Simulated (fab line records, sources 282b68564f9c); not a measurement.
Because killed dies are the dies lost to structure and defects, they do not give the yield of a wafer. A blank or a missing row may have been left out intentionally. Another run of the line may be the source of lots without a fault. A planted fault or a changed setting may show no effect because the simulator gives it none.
fab line records -- flow ritCmos
record lots=13, wafers=39, lastDay=7
route steps=202 shown M1@184
lots that met no fault: taken from a fault-free run of the same line
startH: the number of hours between the record's first day and the start of the first shown wafer of the lot -- waitH: hours since the lot's step before -- " same as the row above -- L1.1+2: a single row standing in for several wafers -- - no value, or no start was given -- * or withheld: withheld -- < > ~ a bound
route shown NAME@n: NAME is a module with steps in the file, n the number in the route of the first one -- usual: average and standard deviation across the fault-free wafers -- same: alike in all rows -- chamber/n: place in a boat -- sites: per-site readings -- _std_site: their standard deviation -- _edge_site: mean of outer sites minus mean of inner sites -- radiusMm: for every site, how far away it sits from the centre of the wafer -- mask NAME#n: copy n -- behind: the tool/chamber that last shaped the wafer -- hold: why the lot was held/for how many hours/how that ended -- device: whichever transistor did not switch (one of n, p or np) -- end of line: tests of these same wafers at the route's end -- a step without rows: its recipe alone -- killed: not the wafer's yield, but the dies lost to structure and defects at the first sort -- map: a wafer's dies, x killed, . not, _ none there
set.NAME: the setting as run; set.NAME@STEP: as run at that earlier step -- model.NAME: the simulator's own value behind a step, which no gauge read
steps of the route over a sample of lots; a table a step, a row a wafer
services: when a tool's chamber went out of use (startH, in hours from the record's first day, below 0 if earlier), for how many hours, and the reason
## steps
# step RIT_M1_SPUTTER_00
# recipe material=Al, targetThkNm=400, powerW=2000, chamberPressurePa=0.4, gas=Ar, timeS=500, substrateTempC=25
# usual throttleValvePct=30.5/1
lot.wafer,tool,chamber,startH,waitH,throttleValvePct
L734.3,pvdSputter-01,-,57.80,0.0,31.6
L734.5,pvdSputter-01,-,57.80,0.0,31.4
L734.6,pvdSputter-01,-,57.80,0.0,32.1
L735.1,pvdSputter-04,-,63.44,0.0,29.3
L735.4,pvdSputter-04,-,63.44,0.0,30.5
L735.6,pvdSputter-04,-,63.44,0.0,30.8
L736.1,pvdSputter-01,-,68.41,0.0,31.3
L736.4,pvdSputter-01,-,68.41,0.0,31.9
L736.5,pvdSputter-01,-,68.41,0.0,31.1
L738.2,pvdSputter-01,-,81.67,0.0,29.2
L738.4,pvdSputter-01,-,81.67,0.0,31.9
L738.5,pvdSputter-01,-,81.67,0.0,29.4
L740.1,pvdSputter-03,-,88.44,0.0,30.6
L740.2,pvdSputter-03,-,88.44,0.0,29.5
L740.6,pvdSputter-03,-,88.44,0.0,30.6
L741.2,pvdSputter-01,-,96.14,0.0,31.8
L741.4,pvdSputter-01,-,96.14,0.0,31.1
L741.5,pvdSputter-01,-,96.14,0.0,31.9
L742.2,pvdSputter-03,-,99.19,0.0,29.1
L742.4,pvdSputter-03,-,99.19,0.0,30.3
L742.5,pvdSputter-03,-,99.19,0.0,29.4
L743.1,pvdSputter-01,-,102.89,0.0,31.7
L743.4,pvdSputter-01,-,102.89,0.0,31.3
L743.6,pvdSputter-01,-,102.89,0.0,31.9
L744.2,pvdSputter-03,-,109.07,0.0,30.7
L744.4,pvdSputter-03,-,109.07,0.0,29.2
L744.6,pvdSputter-03,-,109.07,0.0,29.1
L745.1,pvdSputter-01,-,112.97,0.0,31.7
L745.4,pvdSputter-01,-,112.97,0.0,32.3
L745.5,pvdSputter-01,-,112.97,0.0,32.0
L747.2,pvdSputter-01,-,124.89,0.0,29.1
L747.3,pvdSputter-01,-,124.89,0.0,32.0
L747.6,pvdSputter-01,-,124.89,0.0,32.1
L750.2,pvdSputter-03,-,140.35,0.0,30.9
L750.4,pvdSputter-03,-,140.35,0.0,30.6
L750.6,pvdSputter-03,-,140.35,0.0,30.2
L753.3,pvdSputter-01,-,153.79,0.0,32.0
L753.4,pvdSputter-01,-,153.79,0.0,32.2
L753.5,pvdSputter-01,-,153.79,0.0,31.0
# step RIT_M1_RS_MEAS_01
# recipe thkMeasGauge=four-point-probe, reads=Al_of_M1_SPUTTER_00
# usual M1_AL_RS=0.0734/0.00078
lot.wafer,tool,chamber,startH,waitH,M1_AL_RS[ohm/sq]
L734.3,filmMetro-04,-,58.13,0.2,0.0741
L734.5,filmMetro-04,-,58.13,0.2,0.0739
L734.6,filmMetro-04,-,58.13,0.2,0.0743
L735.1,filmMetro-02,-,63.73,0.1,0.0733
L735.4,filmMetro-02,-,63.73,0.1,0.0738
L735.6,filmMetro-02,-,63.73,0.1,0.0725
L736.1,filmMetro-02,-,68.70,0.1,0.0735
L736.4,filmMetro-02,-,68.70,0.1,0.0730
L736.5,filmMetro-02,-,68.70,0.1,0.0741
L738.2,filmMetro-01,-,81.99,0.2,0.0744
L738.4,filmMetro-01,-,81.99,0.2,0.0745
L738.5,filmMetro-01,-,81.99,0.2,0.0739
L740.1,filmMetro-02,-,88.73,0.1,0.0730
L740.2,filmMetro-02,-,88.73,0.1,0.0727
L740.6,filmMetro-02,-,88.73,0.1,0.0728
L741.2,filmMetro-04,-,96.45,0.2,0.0735
L741.4,filmMetro-04,-,96.45,0.2,0.0745
L741.5,filmMetro-04,-,96.45,0.2,0.0737
L742.2,filmMetro-04,-,99.51,0.2,0.0723
L742.4,filmMetro-04,-,99.51,0.2,0.0732
L742.5,filmMetro-04,-,99.51,0.2,0.0732
L743.1,filmMetro-01,-,103.18,0.1,0.0730
L743.4,filmMetro-01,-,103.18,0.1,0.0727
L743.6,filmMetro-01,-,103.18,0.1,0.0729
L744.2,filmMetro-01,-,109.38,0.2,0.0745
L744.4,filmMetro-01,-,109.38,0.2,0.0735
L744.6,filmMetro-01,-,109.38,0.2,0.0741
L745.1,filmMetro-04,-,113.26,0.1,0.0747
L745.4,filmMetro-04,-,113.26,0.1,0.0737
L745.5,filmMetro-04,-,113.26,0.1,0.0735
L747.2,filmMetro-04,-,125.20,0.2,0.0739
L747.3,filmMetro-04,-,125.20,0.2,0.0742
L747.6,filmMetro-04,-,125.20,0.2,0.0735
L750.2,filmMetro-02,-,140.66,0.2,0.0736
L750.4,filmMetro-02,-,140.66,0.2,0.0742
L750.6,filmMetro-02,-,140.66,0.2,0.0748
L753.3,filmMetro-04,-,154.12,0.2,0.0639
L753.4,filmMetro-04,-,154.12,0.2,0.0713
L753.5,filmMetro-04,-,154.12,0.2,0.0713
# step RIT_M1_THK_MEAS_02
# recipe thkMeasGauge=xrf, reads=Al_of_M1_SPUTTER_00
# usual M1_AL_THK=399/4.5
lot.wafer,tool,chamber,startH,waitH,M1_AL_THK[nm]
L734.3,filmMetro-04,-,58.23,0.1,395
L734.5,filmMetro-04,-,58.23,0.1,393
L734.6,filmMetro-04,-,58.23,0.1,394
L735.1,filmMetro-02,-,63.85,0.1,400
L735.4,filmMetro-02,-,63.85,0.1,396
L735.6,filmMetro-02,-,63.85,0.1,405
L736.1,filmMetro-02,-,68.82,0.1,400
L736.4,filmMetro-02,-,68.82,0.1,402
L736.5,filmMetro-02,-,68.82,0.1,397
L738.2,filmMetro-01,-,82.10,0.1,394
L738.4,filmMetro-01,-,82.10,0.1,393
L738.5,filmMetro-01,-,82.10,0.1,398
L740.1,filmMetro-02,-,88.85,0.1,401
L740.2,filmMetro-02,-,88.85,0.1,404
L740.6,filmMetro-02,-,88.85,0.1,402
L741.2,filmMetro-04,-,96.56,0.1,397
L741.4,filmMetro-04,-,96.56,0.1,395
L741.5,filmMetro-04,-,96.56,0.1,398
L742.2,filmMetro-04,-,99.62,0.1,405
L742.4,filmMetro-04,-,99.62,0.1,401
L742.5,filmMetro-04,-,99.62,0.1,403
L743.1,filmMetro-01,-,103.30,0.1,404
L743.4,filmMetro-01,-,103.30,0.1,403
L743.6,filmMetro-01,-,103.30,0.1,402
L744.2,filmMetro-01,-,109.49,0.1,394
L744.4,filmMetro-01,-,109.49,0.1,398
L744.6,filmMetro-01,-,109.49,0.1,397
L745.1,filmMetro-04,-,113.38,0.1,393
L745.4,filmMetro-04,-,113.38,0.1,397
L745.5,filmMetro-04,-,113.38,0.1,397
L747.2,filmMetro-04,-,125.31,0.1,397
L747.3,filmMetro-04,-,125.31,0.1,396
L747.6,filmMetro-04,-,125.31,0.1,399
L750.2,filmMetro-02,-,140.77,0.1,397
L750.4,filmMetro-02,-,140.77,0.1,396
L750.6,filmMetro-02,-,140.77,0.1,391
L753.3,filmMetro-04,-,154.22,0.1,456
L753.4,filmMetro-04,-,154.22,0.1,408
L753.5,filmMetro-04,-,154.22,0.1,411
# step RIT_M1_METAL_ETCH_12
# recipe stopOn=SiO2, chemistry=Cl2/BCl3, target=Al, timeS=165, overEtchFrac=0.5, pressureMtorr=100, targetDepthA=6000, rfW=250, Cl2_flow_sccm=60, bcl3FlowSccm=50
# usual drypumpMotorCurrentA=5.6/0.61, oesProductAu=0.769/0.01, throttleValvePct=8.32/0.067
lot.wafer,tool,chamber,startH,waitH,drypumpMotorCurrentA,oesProductAu,rfHoursCounterH,throttleValvePct
L734.3,rieMetal-02,1,59.74,0.2,5.4,0.747,-,8.25
L734.5,rieMetal-02,0,59.74,0.2,5.1,0.761,-,8.28
L734.6,rieMetal-02,1,59.74,0.2,5.4,0.752,-,8.24
L735.1,rieMetal-01,0,65.43,0.2,6.3,0.775,0.6,8.31
L735.4,rieMetal-01,1,65.43,0.2,6.7,0.765,-,8.28
L735.6,rieMetal-01,0,65.43,0.2,6.3,0.780,-,8.33
L736.1,rieMetal-04,0,70.32,0.2,5.3,0.780,6.6,8.44
L736.4,rieMetal-04,1,70.32,0.2,5.0,0.761,-,8.32
L736.5,rieMetal-04,0,70.32,0.2,5.3,0.772,-,8.46
L738.2,rieMetal-01,1,83.93,0.2,6.7,0.765,0.7,8.28
L738.4,rieMetal-01,1,83.93,0.2,6.7,0.770,-,8.28
L738.5,rieMetal-01,1,83.93,0.2,6.7,0.765,-,8.26
L740.1,rieMetal-02,0,90.20,0.2,5.0,0.765,2.7,8.27
L740.2,rieMetal-02,1,90.20,0.2,5.5,0.762,3.1,8.25
L740.6,rieMetal-02,0,90.20,0.2,5.1,0.779,-,8.28
L741.2,rieMetal-01,0,98.02,0.2,6.3,0.773,0.9,8.32
L741.4,rieMetal-01,0,98.02,0.2,6.3,0.771,-,8.34
L741.5,rieMetal-01,1,98.02,0.2,6.7,0.778,-,8.26
L742.2,rieMetal-04,0,101.00,0.2,5.3,0.790,7.0,8.43
L742.4,rieMetal-04,1,101.00,0.2,5.0,0.764,-,8.33
L742.5,rieMetal-04,1,101.00,0.2,5.1,0.749,-,8.32
L743.1,rieMetal-02,0,104.65,0.2,5.1,0.766,2.9,8.28
L743.4,rieMetal-02,0,104.65,0.2,5.1,0.769,-,8.28
L743.6,rieMetal-02,1,104.65,0.2,5.5,0.759,-,8.25
L744.2,rieMetal-01,1,111.14,0.2,6.7,0.767,1.1,8.28
L744.4,rieMetal-01,1,111.14,0.2,6.7,0.773,-,8.26
L744.6,rieMetal-01,1,111.14,0.2,6.7,0.769,-,8.27
L745.1,rieMetal-04,0,114.73,0.2,5.3,0.772,7.2,8.44
L745.4,rieMetal-04,0,114.73,0.2,5.3,0.784,-,8.45
L745.5,rieMetal-04,1,114.73,0.2,5.1,0.760,-,8.34
L747.2,rieMetal-01,1,126.65,0.2,6.7,0.774,1.3,8.27
L747.3,rieMetal-01,0,126.65,0.2,6.3,0.775,-,8.33
L747.6,rieMetal-01,0,126.65,0.2,6.3,0.769,-,8.33
L750.2,rieMetal-04,0,142.19,0.2,5.3,0.783,7.5,8.43
L750.4,rieMetal-04,1,142.19,0.2,5.1,0.765,-,8.32
L750.6,rieMetal-04,1,142.19,0.2,5.1,0.761,-,8.34
L753.3,rieMetal-04,0,155.72,0.2,5.3,0.847,-,8.43
L753.4,rieMetal-04,1,155.72,0.2,5.0,0.770,-,8.32
L753.5,rieMetal-04,0,155.72,0.2,5.3,0.793,-,8.43
# step RIT_M1_PROBE_99
# usual defectLimitedYield=97.4/1.2, killed_at_M0_to_M3=0.0/0.12, killedAtContacts=0.1/0.27, killedAtFrontEnd=7/3.1, killedDies=7/3.1, killedOpen=3.6/2.3, killedShort=3.2/2, sort_bin_3_pad_short=0.1/0.22, sort_bin_5_function=1.5/0.87, sort_bin_6_memory=0.9/0.64, sortNPass=257/3.1, sortYieldPct=97.4/1.2
# same grossDies=264, killed_at_M4_up=0, killedAtBackSide=0, killedAtOther=0
lot.wafer,tool,chamber,startH,waitH,defectLimitedYield[%],killed_at_M0_to_M3,killedAtContacts,killedAtFrontEnd,killedDies,killedOpen,killedShort,sort_bin_3_pad_short[%],sort_bin_5_function[%],sort_bin_6_memory[%],sortNPass,sortYieldPct[%]
L742.2,prober-02,-,104.73,0.1,97.7,0,0,6,6,5,1,0,1.1,1.1,258,97.7
L742.4,prober-02,-,104.83,0.2,96.2,0,0,10,10,6,4,0,2.3,1.5,254,96.2
L742.5,prober-02,-,104.88,0.2,97.0,0,0,8,8,4,4,0,1.5,1.5,256,97.0
L747.2,prober-01,-,129.90,0.1,97.7,0,0,6,6,0,6,0,1.9,0.4,258,97.7
L747.3,prober-01,-,129.95,0.2,97.0,0,0,8,8,3,5,0.4,2.7,0,256,97.0
L747.6,prober-01,-,130.10,0.2,97.7,0,0,6,6,4,2,0,1.5,0.8,258,97.7
# killed by level:class
L742.2 GATE:geometricParticle:open=2 FOX1:geometricParticle:open=1 FOX2:geometricParticle:short=1 REOX:geometricParticle:open=1 SILICIDE:geometricParticle:open=1
L742.4 FOX1:geometricParticle:short=2 FOX1:geometricParticle:open=2 GATE:geometricParticle:open=2 FOX2:geometricParticle:open=1 FOX2:geometricParticle:short=1 GATE:geometricParticle:short=1 SILICIDE:geometricParticle:open=1
L742.5 GATE:geometricParticle:short=4 GATE:geometricParticle:open=2 REOX:geometricParticle:open=1 SPACER:geometricParticle:open=1
L747.2 GATE:geometricParticle:short=2 SILICIDE:geometricParticle:short=2 REOX:geometricParticle:short=1 SPACER:geometricParticle:short=1
L747.3 FOX1:geometricParticle:short=2 SILICIDE:geometricParticle:short=2 FOX2:geometricParticle:open=1 GATE:geometricParticle:open=1 REOX:geometricParticle:short=1 SPACER:geometricParticle:open=1
L747.6 GATE:geometricParticle:open=2 FOX1:geometricParticle:open=1 GATE:geometricParticle:short=1 REOX:geometricParticle:open=1 REOX:geometricParticle:short=1
## services
tool,chamber,startH,hours,kind
rieMetal-02,1,52.50,5.2,repair
pvdSputter-04,-,54.55,1.0,repair
pvdSputter-03,-,110.27,1.6,repair
rieMetal-01,-,125.85,0.5,repair
pvdSputter-01,-,126.03,1.9,repair
rieMetal-01,-,141.85,2.8,pm
## key
firstSign step=RIT_M1_RS_MEAS_01, reading=M1_AL_RS, direction=down, sigmas=12, usual=0.0734, struck=0.0639
effect step=RIT_M1_THK_MEAS_02, reading=M1_AL_THK, direction=up, sigmas=13, usual=399, struck=456
effect step=RIT_M1_METAL_ETCH_12, reading=oesProductAu, direction=up, sigmas=7.5, usual=0.769, struck=0.847
metAt RIT_M1_SPUTTER_00
struckLots L753
struckWafers L753.3
onsetBetween 102.89 153.79
fault kind=processParameterDrift, tool=pvdSputter-01, chamber=-, onsetH=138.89, steps=RIT_M1_SPUTTER_00, channel=timeS, offset=*, shape=step, endH=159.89, stated=*, scope=struckWafersOnly
